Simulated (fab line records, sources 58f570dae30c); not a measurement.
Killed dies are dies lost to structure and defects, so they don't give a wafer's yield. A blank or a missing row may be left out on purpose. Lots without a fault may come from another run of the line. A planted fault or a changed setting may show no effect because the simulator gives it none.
A struck lot beside a sound one | flow berkeley_cmos170 | 14 steps out of a route of 331
Sound: wafers L771.1, L771.4, L771.6. Struck: wafers L782.3, L782.4, L782.6. The cause comes at the end.
At each step with rows: each side's tool, then ch and its chambers, then its first start. Under that, the readings that differ: sound wafers | struck wafers | difference of the means | sigmas: that difference in standard deviations of wafers without a fault.
alike: readings whose means differ by less than 2 such deviations, and words and numbers that are the same on both sides. not compared: withheld readings, readings that some wafer has no value for, bounds like >300 that may hide the same value, and numbers for which the record gives no deviation and whose values overlap.
The two part at a step that has a row with sigmas, a row that says differs or no value, or rows on one side only. Numbers that don't overlap but have no deviation are shown without sigmas and don't part them. A reading that every wafer of one side lacks parts them only if that side has two wafers or more.

UCB170_PLDD_TW_MEAS_11:
  sound on film_metro-03, day 6 02:29; struck on film_metro-04, day 8 17:20
  alike: PLDD_TW
then, 7 steps without rows for these wafers: UCB170_PLDD_CLEAN_12 (cleans in SPM, time 600 s); UCB170_NLDD_HMDS_00 (prime time 60 s); UCB170_NLDD_COAT_01 (resist thk 900 nm); UCB170_NLDD_SOFTBAKE_02 (time 60 s); UCB170_NLDD_EXPOSE_03 (exposes mask NSELECT, target cd 1200 nm); UCB170_NLDD_PEB_04; UCB170_NLDD_DEVELOP_05 (develop time 45 s).
UCB170_NLDD_CD_MEAS_06: target cd 1200 nm.
  sound on cd_sem-02, day 6 04:13; struck on cd_sem-01, day 8 18:37
  alike: cd_nm
UCB170_NLDD_OVL_MEAS_07:
  sound on overlay-02, day 6 04:20; struck on overlay-02, day 8 18:42
  alike: NLDD_OVL
then, 2 steps without rows for these wafers: UCB170_NLDD_IMPLANT_08; UCB170_NLDD_IMPLANT_09.
UCB170_NLDD_STRIP_10: strips in O2.
  sound on plasma_asher-02 ch 0, day 6 04:40; struck on plasma_asher-02 ch 0,1, day 8 19:04
  no value came back on the struck wafers for any of 5 readings (chamber_pressure_mTorr (mTorr), drypump_motor_current_A (A) and others); on the sound wafers chamber_pressure_mTorr (mTorr) reads 3498 3497 3512
  reading                               | sound | struck            | difference | sigmas
  model.KrF_of_NLDD_COAT_01.thk_nm (nm) | 0 0 0 | 886.2 880.3 883.1 | +883.2     |
  not compared: rf_hours_counter_h
UCB170_NLDD_TW_MEAS_11:
  sound on film_metro-04, day 6 04:46; struck on film_metro-04, day 8 19:08
  alike: NLDD_TW

WHERE THEY PART
Only at UCB170_NLDD_STRIP_10, within this record. Later steps at which nothing parts them and some readings are alike: UCB170_NLDD_TW_MEAS_11.

WHY: what the simulator had put in
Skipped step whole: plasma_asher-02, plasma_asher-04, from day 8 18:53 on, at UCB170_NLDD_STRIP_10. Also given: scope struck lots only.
